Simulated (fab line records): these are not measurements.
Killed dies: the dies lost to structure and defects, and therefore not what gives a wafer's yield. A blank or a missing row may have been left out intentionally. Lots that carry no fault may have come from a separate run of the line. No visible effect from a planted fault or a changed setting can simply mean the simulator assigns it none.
fab line records	flow ritCmos
record: lots: 5	wafers: 15	lastDay: 7
route steps=202 shown NRETRO@55 PRETRO@64 M1@202
lots with no fault: from the same line, run without faults
startH: the number of hours between the record's first day and the start of the first shown wafer of the lot	waitH: how many hours have passed since the lot's step before this one	" repeats the value in the row above	L1.1+2: a single row standing in for several wafers	- value missing, or start not given	* or withheld: withheld	< > ~ a bound
route shown NAME@n: names a module that has steps shown in the file, with the first one's number in the route	usual: mean and standard deviation over wafers with no fault	same: alike in all rows	chamber/n: place in a boat	sites: each site's reading	_std_site: the standard deviation of these	_edge_site: outer sites' mean less inner sites'	radiusMm: how far each site lies from the wafer's centre	mask NAME#n: copy n	behind: tool/chamber where the wafer was last shaped	hold: the reason the lot was held/the length of the hold in hours/how it ended	device: names the non-switching transistor (n, p or np)	end of line: tests run on the same wafers once the route is complete	where a step has no rows: the recipe by itself	killed: at the first sort, the dies lost to defects and structure; wafer yield is something else	map: dies across one wafer; x = killed, . = not, _ = none there
set.NAME: the run value of the setting; set.NAME@STEP: its run value at that earlier step	model.NAME: the simulator's own value behind a step, which no gauge read
a table for each step, a row for each wafer; lots at some steps of the route
services: the hour from which a tool's chamber was out of use, counted from the record's first day as startH (under 0 if before that day), plus the number of hours and why
== steps ==
step: RIT_NRETRO_SOFTBAKE_02
recipe: resist: NOVOLAK	tempC: 90	timeS: 60
step: RIT_NRETRO_EXPOSE_03
recipe: maskId: M4	na: 0.57	targetCdNm: 43900	doseMj: 250
step: RIT_NRETRO_PEB_04
recipe: resist: NOVOLAK	tempC: withheld	timeS: withheld
step: RIT_NRETRO_DEVELOP_05
recipe: resist: NOVOLAK	developTimeS: 68	devTempC: 23
step: RIT_NRETRO_OVL_MEAS_06
usual: NRETRO_OVL: 1.1/1.4
lot.wafer	tool	chamber	startH	waitH	NRETRO_OVL[nm]
L227.2	overlay-01	-	30.47	-	1.2
L227.3	"	-	"	"	2.2
L227.6	"	-	"	"	2.5
L231.3	overlay-02	-	48.93	-	1.7
L231.4	"	-	"	"	0.5
L231.6	"	-	"	"	1.2
L239.2	overlay-02	-	93.98	-	1.7
L239.5	"	-	"	"	1.1
L239.6	"	-	"	"	0.7
L241.1	overlay-01	-	101.36	-	2.4
L241.2	"	-	"	"	-0.1
L241.3	"	-	"	"	1.0
L248.2	overlay-01	-	135.29	-	3.7
L248.4	"	-	"	"	3.0
L248.6	"	-	"	"	2.9
step: RIT_NRETRO_HARDBAKE_07
recipe: resist: NOVOLAK	tempC: 140	timeS: 120
step: RIT_NRETRO_IMPLANT_08
recipe: species: P	energyKev: 70.83	doseCm2: 1e+13	tiltDeg: 7
step: RIT_NRETRO_STRIP_09
recipe: chemistry: O2	timeS: 180	resist: NOVOLAK	platenTempC: withheld	powerW: 500	pressureMtorr: 4000	o2FlowSccm: 4000
usual: drypumpMotorCurrentA: 5.8/0.44
lot.wafer	tool	chamber	startH	waitH	drypumpMotorCurrentA	rfHoursCounterH
L227.2	plasmaAsher-02	1	30.90	0.1	5.8	43
L227.3	"	0	"	"	6.5	-
L227.6	"	0	"	"	6.5	-
L231.3	plasmaAsher-03	1	49.41	0.1	5.6	-
L231.4	"	0	"	"	5.7	-
L231.6	"	1	"	"	5.6	-
L239.2	plasmaAsher-03	0	94.45	0.1	5.7	35
L239.5	"	0	"	"	5.7	-
L239.6	"	1	"	"	5.6	-
L241.1	plasmaAsher-03	0	101.80	0.1	5.7	36
L241.2	"	1	"	"	5.6	36
L241.3	"	0	"	"	5.7	-
L248.2	plasmaAsher-02	0	135.72	0.1	6.5	2
L248.4	"	1	"	"	5.8	-
L248.6	"	1	"	"	5.8	-
step: RIT_NRETRO_TW_MEAS_10
usual: NRETRO_TW: 1048/8.7
lot.wafer	tool	chamber	startH	waitH	NRETRO_TW
L227.2	filmMetro-04	-	31.08	0.1	1058
L227.3	"	-	"	"	1055
L227.6	"	-	"	"	1048
L231.3	filmMetro-04	-	49.55	0.1	1047
L231.4	"	-	"	"	1051
L231.6	"	-	"	"	1048
L239.2	filmMetro-01	-	94.64	0.1	1053
L239.5	"	-	"	"	1043
L239.6	"	-	"	"	1053
L241.1	filmMetro-01	-	101.97	0.1	1057
L241.2	"	-	"	"	1056
L241.3	"	-	"	"	1054
L248.2	filmMetro-03	-	135.91	0.1	1043
L248.4	"	-	"	"	1043
L248.6	"	-	"	"	1040
step: RIT_PRETRO_HMDS_00
recipe: primeTimeS: 60	primeTempC: 140
step: RIT_PRETRO_COAT_01
recipe: resist: NOVOLAK	spinRpm: 1987	resistThkNm: 1300
step: RIT_PRETRO_SOFTBAKE_02
recipe: resist: NOVOLAK	tempC: 90	timeS: 60
step: RIT_PRETRO_EXPOSE_03
recipe: maskId: M5	na: 0.57	targetCdNm: 43700	doseMj: 250
usual: focusOffsetNm: -0.1/0.56
lot.wafer	tool	chamber	startH	waitH	mask	focusOffsetNm
L227.2	ilineStepper-01	0	31.60	0.1	M5#0	0.3
L227.3	"	0	"	"	M5#0	0.0
L227.6	"	0	"	"	M5#0	0.1
L231.3	ilineStepper-01	0	50.08	0.1	M5#0	0.3
L231.4	"	0	"	"	M5#0	-0.3
L231.6	"	0	"	"	M5#0	0.5
L239.2	ilineStepper-01	0	95.28	0.2	M4#0	-0.5
L239.5	"	0	"	"	M4#0	-0.3
L239.6	"	0	"	"	M4#0	-0.5
L241.1	ilineStepper-02	0	102.61	0.2	M5#0	-0.7
L241.2	"	0	"	"	M5#0	-0.8
L241.3	"	0	"	"	M5#0	0.4
L248.2	ilineStepper-01	0	136.49	0.2	M5#0	0.3
L248.4	"	0	"	"	M5#0	-0.8
L248.6	"	0	"	"	M5#0	-0.3
step: RIT_PRETRO_PEB_04
recipe: resist: NOVOLAK	tempC: withheld	timeS: withheld
step: RIT_PRETRO_DEVELOP_05
recipe: resist: NOVOLAK	developTimeS: 68	devTempC: 23
step: RIT_PRETRO_OVL_MEAS_06
usual: PRETRO_OVL: 0.2/1.4
lot.wafer	tool	chamber	startH	waitH	PRETRO_OVL[nm]
L227.2	overlay-02	-	32.18	-	-2.4
L227.3	"	-	"	"	-1.7
L227.6	"	-	"	"	-2.9
L231.3	overlay-02	-	50.48	-	0.4
L231.4	"	-	"	"	1.8
L231.6	"	-	"	"	-0.3
L239.2	overlay-01	-	95.70	-	-
L239.5	"	-	"	"	-
L239.6	"	-	"	"	-
L241.1	overlay-02	-	103.04	-	0.7
L241.2	"	-	"	"	1.6
L241.3	"	-	"	"	0.2
L248.2	overlay-01	-	137.00	-	0.1
L248.4	"	-	"	"	0.1
L248.6	"	-	"	"	-1.0
step: RIT_PRETRO_HARDBAKE_07
recipe: resist: NOVOLAK	tempC: 140	timeS: 120
step: RIT_PRETRO_IMPLANT_08
recipe: species: B	energyKev: 45	doseCm2: 1.2e+13	tiltDeg: 7
step: RIT_PRETRO_STRIP_09
recipe: chemistry: O2	timeS: 180	resist: NOVOLAK	platenTempC: withheld	powerW: 500	pressureMtorr: 4000	o2FlowSccm: 4000
usual: drypumpMotorCurrentA: 5.8/0.36
lot.wafer	tool	chamber	startH	waitH	drypumpMotorCurrentA	rfHoursCounterH
L227.2	plasmaAsher-03	0	32.61	0.1	5.7	29
L227.3	"	1	"	"	5.6	-
L227.6	"	0	"	"	5.7	-
L231.3	plasmaAsher-02	1	50.96	0.1	5.8	-
L231.4	"	0	"	"	6.5	-
L231.6	"	1	"	"	5.8	-
L239.2	plasmaAsher-04	1	96.13	0.1	5.4	27
L239.5	"	1	"	"	5.4	-
L239.6	"	0	"	"	5.6	-
L241.1	plasmaAsher-04	0	103.47	0.1	5.6	28
L241.2	"	1	"	"	5.4	28
L241.3	"	0	"	"	5.6	-
L248.2	plasmaAsher-03	1	137.48	0.1	5.6	40
L248.4	"	0	"	"	5.7	-
L248.6	"	1	"	"	5.6	-
step: RIT_PRETRO_TW_MEAS_10
usual: PRETRO_TW: 471/3.2
lot.wafer	tool	chamber	startH	waitH	hold	PRETRO_TW
L227.2	filmMetro-02	-	32.80	0.1	-	476
L227.3	"	-	"	"	-	473
L227.6	"	-	"	"	-	473
L231.3	filmMetro-04	-	51.10	0.1	-	472
L231.4	"	-	"	"	-	471
L231.6	"	-	"	"	-	473
L239.2	filmMetro-04	-	96.32	0.1	awaitDispo/0.2h/release	30
L239.5	"	-	"	"	awaitDispo/0.2h/release	30
L239.6	"	-	"	"	awaitDispo/0.2h/release	30
L239.2	filmMetro-04	-	96.54	0.2	-	30
L239.5	"	-	"	"	-	30
L239.6	"	-	"	"	-	30
L241.1	filmMetro-02	-	103.65	0.1	-	477
L241.2	"	-	"	"	-	472
L241.3	"	-	"	"	-	474
L248.2	filmMetro-03	-	137.67	0.1	-	465
L248.4	"	-	"	"	-	470
L248.6	"	-	"	"	-	471
step: RIT_M1_PROBE_99
usual: defectLimitedYield: 97.5/1.2	killedAtFrontEnd: 7/3	killedDies: 7/3	killedOpen: 3.2/2	killedShort: 3.5/2.1	sort_bin_3_pad_short: 0.1/0.23	sort_bin_5_function: 1.4/0.78	sort_bin_6_memory: 1.0/0.65	sortNPass: 257/3	sortYieldPct: 97.5/1.2
same: grossDies: 264	killed_at_M0_to_M3: 0	killed_at_M4_up: 0	killedAtBackSide: 0	killedAtContacts: 0	killedAtOther: 0
lot.wafer	tool	chamber	startH	waitH	defectLimitedYield[%]	killedAtFrontEnd	killedDies	killedOpen	killedShort	sort_bin_3_pad_short[%]	sort_bin_5_function[%]	sort_bin_6_memory[%]	sortNPass	sortYieldPct[%]
L227.2	prober-02	-	57.61	0.1	98.9	3	3	1	2	0	0.4	0.8	261	98.9
L227.3	prober-02	-	57.66	0.2	96.6	9	9	7	2	0	1.1	2.3	255	96.6
L227.6	prober-02	-	57.81	0.2	97.0	8	8	0	8	0.4	1.5	1.1	256	97.0
L231.3	prober-02	-	79.41	0.2	95.8	11	11	5	6	0	2.7	1.5	253	95.8
L231.4	prober-02	-	79.46	0.2	97.7	6	6	1	5	0.8	0.8	0.8	258	97.7
L231.6	prober-02	-	79.56	0.2	98.9	3	3	2	1	0	0.8	0.4	261	98.9
L241.1	prober-02	-	130.56	0.1	96.2	10	10	5	5	0	2.3	1.5	254	96.2
L241.2	prober-02	-	130.61	0.1	97.7	6	6	2	4	0.4	1.5	0.4	258	97.7
L241.3	prober-02	-	130.66	0.2	95.5	12	12	5	7	0.8	1.1	2.7	252	95.5
L248.2	prober-01	-	164.36	0.1	98.9	3	3	1	2	0.4	0.4	0.4	261	98.9
L248.4	prober-01	-	164.46	0.2	98.5	4	4	1	3	0	0.8	0.8	260	98.5
L248.6	prober-01	-	164.56	0.2	98.1	5	5	3	2	0	0.8	1.1	259	98.1
killed by level:class
L227.2 GATE:geometricParticle:short=1 SPACER:geometricParticle:short=1 SILICIDE:geometricParticle:open=1
L227.3 GATE:geometricParticle:open=4 FOX2:geometricParticle:short=1 FOX2:geometricParticle:open=1 GATE:geometricParticle:short=1 REOX:geometricParticle:open=1 SILICIDE:geometricParticle:open=1
L227.6 GATE:geometricParticle:short=3 FOX2:geometricParticle:short=2 REOX:geometricParticle:short=2 SILICIDE:geometricParticle:short=1
L231.3 GATE:geometricParticle:open=2 GATE:geometricParticle:short=2 SPACER:geometricParticle:open=2 SPACER:geometricParticle:short=2 REOX:geometricParticle:short=1 SILICIDE:geometricParticle:short=1 SILICIDE:geometricParticle:open=1
L231.4 FOX1:geometricParticle:short=3 GATE:geometricParticle:open=1 REOX:geometricParticle:short=1 SPACER:geometricParticle:short=1
L231.6 REOX:geometricParticle:short=1 SPACER:geometricParticle:open=1 SILICIDE:geometricParticle:open=1
L241.1 FOX1:geometricParticle:open=3 GATE:geometricParticle:short=2 REOX:geometricParticle:short=2 FOX2:geometricParticle:open=1 FOX2:geometricParticle:short=1 GATE:geometricParticle:open=1
L241.2 FOX2:geometricParticle:short=1 GATE:geometricParticle:open=1 GATE:geometricParticle:short=1 REOX:geometricParticle:short=1 SPACER:geometricParticle:open=1 SPACER:geometricParticle:short=1
L241.3 REOX:geometricParticle:short=3 FOX1:geometricParticle:open=2 GATE:geometricParticle:open=2 GATE:geometricParticle:short=2 FOX2:geometricParticle:short=1 REOX:geometricParticle:open=1 SPACER:geometricParticle:short=1
L248.2 GATE:geometricParticle:open=1 GATE:geometricParticle:short=1 SILICIDE:geometricParticle:short=1
L248.4 GATE:geometricParticle:short=2 FOX1:geometricParticle:short=1 GATE:geometricParticle:open=1
L248.6 FOX1:geometricParticle:short=1 GATE:geometricParticle:open=1 REOX:geometricParticle:open=1 SPACER:geometricParticle:open=1 SILICIDE:geometricParticle:short=1
== services ==
tool	chamber	startH	hours	kind
plasmaAsher-04	-	28.62	1.2	repair
plasmaAsher-04	-	53.58	5.2	repair
plasmaAsher-03	-	56.99	10.5	repair
plasmaAsher-04	-	67.21	15.6	pm
ilineStepper-01	-	79.31	13.3	repair
plasmaAsher-04	-	96.40	2.3	repair
plasmaAsher-02	-	108.75	9.0	pm
plasmaAsher-02	0	108.75	9.0	ventCycle
plasmaAsher-02	1	108.75	9.0	ventCycle
plasmaAsher-02	0	117.75	-	clean
plasmaAsher-02	1	117.75	-	clean
ilineStepper-02	-	120.35	2.1	pm
ilineStepper-02	-	122.44	-	consumableReplace:lamp
== key ==
firstSign: step: RIT_PRETRO_EXPOSE_03	reading: mask	direction: changed
effect: step: RIT_PRETRO_OVL_MEAS_06	reading: PRETRO_OVL	direction: missing
effect: step: RIT_PRETRO_TW_MEAS_10	reading: visit	direction: added
effect: step: RIT_PRETRO_TW_MEAS_10	reading: PRETRO_TW	direction: down	sigmas: 99+	usual: 471	struck: 30
metAt RIT_PRETRO_EXPOSE_03
struckWafers L239.2,L239.5,L239.6
scrappedBehind RIT_PRETRO_TW_MEAS_10 L239.2,L239.5,L239.6
onsetBetween 50.08 95.28
fault: kind: wrongMask	tool: any	chamber: -	onsetH: 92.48	steps: RIT_PRETRO_EXPOSE_03	auxCopy: M4#0	scope: struckLotsOnly
